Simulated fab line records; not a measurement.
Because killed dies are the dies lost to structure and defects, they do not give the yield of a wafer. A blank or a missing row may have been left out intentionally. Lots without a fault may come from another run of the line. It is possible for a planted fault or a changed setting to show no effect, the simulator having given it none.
The tool behind it: which one? -- flow berkeley cmos170 -- 14 lots with 42 wafers sampled at 5 steps, on a route of 331 steps

WHAT THE GAUGES SHOWED, per wafer
UCB170_M2_CD_MEAS_15 targets a cd of 700 nm. Usual: cd nm at 699.3 nm, with a standard deviation of 1.3.
lot,measured,on,cd nm (nm),flag
L417,day 8 01:31,cd sem-01,700.6 700.2 700.0,
L418,day 8 01:58,cd sem-02,699.2 699.2 700.4,
L416,day 8 02:16,cd sem-01,698.9 702.6 701.7,
L421,day 9 03:26,cd sem-01,810.8 810.5 809.8,OFF
L427,day 10 03:08,cd sem-02,792.1 791.8 791.5,OFF
L426,day 10 03:09,cd sem-01,700.1 698.5 698.8,
L430,day 10 21:53,cd sem-01,696.7 698.2 697.5,
L431,day 10 22:28,cd sem-01,698.2 697.3 697.4,
L429,day 10 23:02,cd sem-01,699.5 700.0 699.2,
L433,day 11 04:19,cd sem-01,698.4 699.1 697.3,
L432,day 11 04:49,cd sem-02,701.6 703.1 699.9,
L434,day 11 12:19,cd sem-01,700.4 700.5 699.8,
L436,day 11 12:58,cd sem-01,697.3 697.8 697.3,
L438,day 12 03:44,cd sem-02,700.9 701.2 699.6,

UCB170_V2_OVL_MEAS_13. Usual: V2_OVL -1 nm, standard deviation 5.5.
lot,measured,on,V2_OVL (nm),flag
L417,day 8 04:11,overlay-01,-9 -5 1,
L418,day 8 04:33,overlay-01,6 2 0,
L416,day 8 05:17,overlay-02,14 7 8,
L421,day 9 06:03,overlay-02,1 8 -3,
L427,day 10 07:08,overlay-01,-5 3 -2,
L426,day 10 07:01,overlay-01,7 -5 0,
L430,day 11 00:38,overlay-02,-10 -8 -6,
L431,day 11 01:46,overlay-01,7 -3 0,
L429,day 11 02:19,overlay-02,-3 -6 -1,
L433,day 11 08:32,overlay-01,-3 -10 -5,
L432,day 11 08:43,overlay-02,-6 -2 -15,
L434,day 11 16:26,overlay-02,-1 7 2,
L436,day 11 16:40,overlay-02,1 -1 -4,
L438,day 12 06:42,overlay-02,8 0 2,

EACH LOT AND THE TOOL THAT RAN IT (in order: tool; ch and the chambers of the sampled wafers; start)
lot,UCB170_CONTACT_ETCH_17,UCB170_M2_STRIP_07,UCB170_M2_PEB_13
L417,"rie diel-04 ch 0,2, day 7 12:31","plasma asher-01 ch 0,1, day 7 23:47","litho track-02 ch 0, day 8 01:14"
L418,"rie diel-01 ch 0,2,3, day 7 12:47","plasma asher-04 ch 0,1, day 8 00:02","litho track-04 ch 0, day 8 01:41"
L416,"rie diel-01 ch 1,2, day 7 13:31","plasma asher-03 ch 0,1, day 8 00:31","litho track-04 ch 0, day 8 01:59"
L421,"rie diel-03 ch 0,1,2, day 8 13:56","plasma asher-04 ch 0,1, day 9 01:44","litho track-02 ch 0, day 9 03:10"
L427,"rie diel-04 ch 0,3, day 9 09:29","plasma asher-01 ch 0,1, day 9 22:46","litho track-02 ch 0, day 10 02:52"
L426,"rie diel-04 ch 0,1,3, day 9 10:43","plasma asher-04 ch 0,1, day 9 22:20","litho track-01 ch 0, day 10 02:53"
L430,"rie diel-04 ch 0,1, day 10 06:20","plasma asher-01 ch 0,1, day 10 19:40","litho track-04 ch 0, day 10 21:37"
L431,"rie diel-03 ch 0,3, day 10 09:00","plasma asher-03 ch 0,1, day 10 20:34","litho track-01 ch 0, day 10 22:12"
L429,"rie diel-03 ch 1,2,3, day 10 09:51","plasma asher-01 ch 0,1, day 10 21:07","litho track-04 ch 0, day 10 22:46"
L433,"rie diel-01 ch 0,1,3, day 10 15:28","plasma asher-04 ch 0,1, day 11 02:35","litho track-01 ch 0, day 11 04:04"
L432,"rie diel-04 ch 0,1,2, day 10 16:02","plasma asher-03 ch 0,1, day 11 02:49","litho track-04 ch 0, day 11 04:28"
L434,"rie diel-03 ch 0,2, day 10 22:11","plasma asher-01 ch 0,1, day 11 10:18","litho track-04 ch 0, day 11 12:02"
L436,"rie diel-01 ch 1,2, day 10 23:26","plasma asher-04 ch 0,1, day 11 10:33","litho track-04 ch 0, day 11 12:40"
L438,"rie diel-04 ch 0,1, day 11 16:25","plasma asher-01 ch 0,1, day 12 02:16","litho track-01 ch 0, day 12 03:28"
- UCB170_CONTACT_ETCH_17: etches BARC in N2/H2.
- UCB170_M2_STRIP_07: strips in O2.
- UCB170_M2_PEB_13

AS READ BY THE TOOLS THEMSELVES (means over the sampled wafers that have a number; for cases with no such wafer, the mark the record gives instead)
UCB170_CONTACT_ETCH_17. Usual: drypump motor current A 5.8 A, standard deviation 0.48; oes product au 1.004 a.u., standard deviation 0.02; throttle valve pct 13.17 %, standard deviation 0.16.
lot,tool,drypump motor current A (A),oes product au (a.u.),throttle valve pct (%),flag
L417,rie diel-04,5.4,0.988,13.41,
L418,rie diel-01,5.5,1.000,13.19,
L416,rie diel-01,5.6,0.995,13.24,
L421,rie diel-03,5.9,1.017,13.09,
L427,rie diel-04,5.6,0.989,13.46,
L426,rie diel-04,6.1,1.002,13.27,
L430,rie diel-04,5.8,0.977,13.35,
L431,rie diel-03,6.4,1.009,12.95,
L429,rie diel-03,5.6,1.005,13.10,
L433,rie diel-01,5.7,0.994,13.24,
L432,rie diel-04,5.9,0.995,13.24,
L434,rie diel-03,6.3,1.019,13.04,
L436,rie diel-01,5.4,1.000,13.19,
L438,rie diel-04,5.8,0.975,13.35,

UCB170_M2_STRIP_07. Usual: drypump motor current A 5.7 A, standard deviation 0.41; oes product au 0.736 a.u., standard deviation 0.0044; strip time to endpoint s 22.01 s, standard deviation 0.064.
lot,tool,drypump motor current A (A),oes product au (a.u.),strip time to endpoint s (s),flag
L417,plasma asher-01,5.5,0.737,22.04,
L418,plasma asher-04,6.3,0.735,22.02,
L416,plasma asher-03,5.5,0.737,22.04,
L421,plasma asher-04,6.2,0.739,22.04,
L427,plasma asher-01,5.4,0.732,21.89,
L426,plasma asher-04,6.3,0.736,21.95,
L430,plasma asher-01,5.3,0.734,21.98,
L431,plasma asher-03,5.5,0.737,22.06,
L429,plasma asher-01,5.4,0.735,22.01,
L433,plasma asher-04,6.2,0.739,21.99,
L432,plasma asher-03,5.5,0.737,22.06,
L434,plasma asher-01,5.3,0.736,22.00,
L436,plasma asher-04,6.2,0.734,21.92,
L438,plasma asher-01,5.5,0.734,22.01,

UCB170_M2_PEB_13. Usual: heater power total W 56.80 W, standard deviation 0.043; plate temp C 130.00 C, standard deviation 0.13.
lot,tool,heater power total W (W),plate temp C (C),flag
L417,litho track-02,56.78,130.10,
L418,litho track-04,56.84,129.98,
L416,litho track-04,56.76,130.00,
L421,litho track-02,50.66,119.16,OFF
L427,litho track-02,50.66,119.16,OFF
L426,litho track-01,56.81,129.96,
L430,litho track-04,56.77,129.95,
L431,litho track-01,56.78,129.96,
L429,litho track-04,56.80,130.01,
L433,litho track-01,56.82,130.10,
L432,litho track-04,56.82,129.93,
L434,litho track-04,56.83,130.07,
L436,litho track-04,56.79,130.07,
L438,litho track-01,56.81,129.75,

THE ANSWER, worked out from the rows above alone
Rule: a lot counts as off when the mean over its wafers that have a number is more than 3 standard deviations away from the usual mean. Also off: a lot with no number at a reading for which 4 or more lots have one. Where the step has rows for the other lots, those lots are counted as sound. First the gauges in route order, then the tools' own readings, where a lot's mean is used as printed above. At the first step where some lot is off, the reading lying furthest off is the one used; lots without a number count as furthest.
Off at UCB170_M2_CD_MEAS_15 (cd nm): L421, L427.
A tool fits if, at a process step before that reading, it ran every lot that is off, and no sound lot after the first of them. Not tried: the gauges at UCB170_M2_CD_MEAS_15; whatever is off there is also off at UCB170_M2_PEB_13, on other tools, and gauge error can't account for it. One fits: UCB170_M2_PEB_13 on litho track-02. A fault onset in the window from L417 (day 8 01:14, its last sound lot) to L421 (day 9 03:10, its first lot off) fits.
The tool's own readings at UCB170_M2_PEB_13 bear it out: on the lots that are off they differ by more than 5 times the standard deviation of the sound lots' means. heater power total W reads 50.66 W there against 56.80 W on the sound lots; plate temp C reads 119.16 C there against 129.99 C on the sound lots.

WHAT THE SIMULATOR PUT IN
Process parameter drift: litho track-02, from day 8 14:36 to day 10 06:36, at UCB170_M2_PEB_13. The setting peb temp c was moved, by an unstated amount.
Shown lots that were struck: L421, L427. Same finding as the rule above.
